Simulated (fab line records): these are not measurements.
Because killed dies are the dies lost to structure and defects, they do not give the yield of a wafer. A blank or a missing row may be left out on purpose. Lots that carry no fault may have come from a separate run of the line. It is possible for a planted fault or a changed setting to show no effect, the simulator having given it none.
Chamber matching / flow berkeleyCmos170 / UCB170_SPACER_ETCHBACK_03 on rieDiel-03: 4 sister chambers
The step etches SiO2 in CHF3/CF4/Ar, stops on Si, target depth 376 nm, time 100 s. 8 wafers are shown with their chamber, then 8 later ones without.

WAFERS, EACH WITH ITS CHAMBER
wafer=L475.1; chamber=2; throttleValvePct (%)=6.67; drypumpMotorCurrentA (A)=6.3
wafer=L475.3; chamber=0; throttleValvePct (%)=6.33; drypumpMotorCurrentA (A)=6.6
wafer=L476.4; chamber=2; throttleValvePct (%)=6.68; drypumpMotorCurrentA (A)=6.3
wafer=L476.6; chamber=0; throttleValvePct (%)=6.33; drypumpMotorCurrentA (A)=6.6
wafer=L481.1; chamber=3; throttleValvePct (%)=6.67; drypumpMotorCurrentA (A)=6.0
wafer=L486.1; chamber=3; throttleValvePct (%)=6.67; drypumpMotorCurrentA (A)=5.9
wafer=L486.5; chamber=1; throttleValvePct (%)=6.61; drypumpMotorCurrentA (A)=5.5
wafer=L488.2; chamber=1; throttleValvePct (%)=6.60; drypumpMotorCurrentA (A)=5.5

WAFERS WITH NO CHAMBER GIVEN
wafer=L488.3; throttleValvePct (%)=6.67; drypumpMotorCurrentA (A)=6.3
wafer=L488.6; throttleValvePct (%)=6.61; drypumpMotorCurrentA (A)=5.5
wafer=L490.2; throttleValvePct (%)=6.65; drypumpMotorCurrentA (A)=6.2
wafer=L490.4; throttleValvePct (%)=6.61; drypumpMotorCurrentA (A)=5.5
wafer=L490.5; throttleValvePct (%)=6.65; drypumpMotorCurrentA (A)=6.2
wafer=L492.1; throttleValvePct (%)=6.66; drypumpMotorCurrentA (A)=6.0
wafer=L492.2; throttleValvePct (%)=6.66; drypumpMotorCurrentA (A)=6.2
wafer=L492.4; throttleValvePct (%)=6.35; drypumpMotorCurrentA (A)=6.6

CHAMBER TAKEN BY EACH
wafer=L488.3; from the rows above=2; in truth=2
wafer=L488.6; from the rows above=1; in truth=1
wafer=L490.2; from the rows above=2; in truth=2
wafer=L490.4; from the rows above=1; in truth=1
wafer=L490.5; from the rows above=2; in truth=2
wafer=L492.1; from the rows above=3; in truth=3
wafer=L492.2; from the rows above=2; in truth=2
wafer=L492.4; from the rows above=0; in truth=0
Correct placement for 8 of the 8. Number that these rows cannot place: 0. Placed wrongly: 0.
How it was worked out, from the rows above alone: a wafer's distance from a chamber is the root of the sum, over the readings, of the square of ((its reading less the chamber's mean) divided by the reading's scatter). The wafer belongs to the nearest chamber; if the next one is less than 2 further off, it can't be placed. The mean given for a chamber averages the wafers shown for that chamber. The scatter: the root of (the sum of the squares of (reading less its chamber's mean) over the shown wafers, divided by (wafers less chambers)).
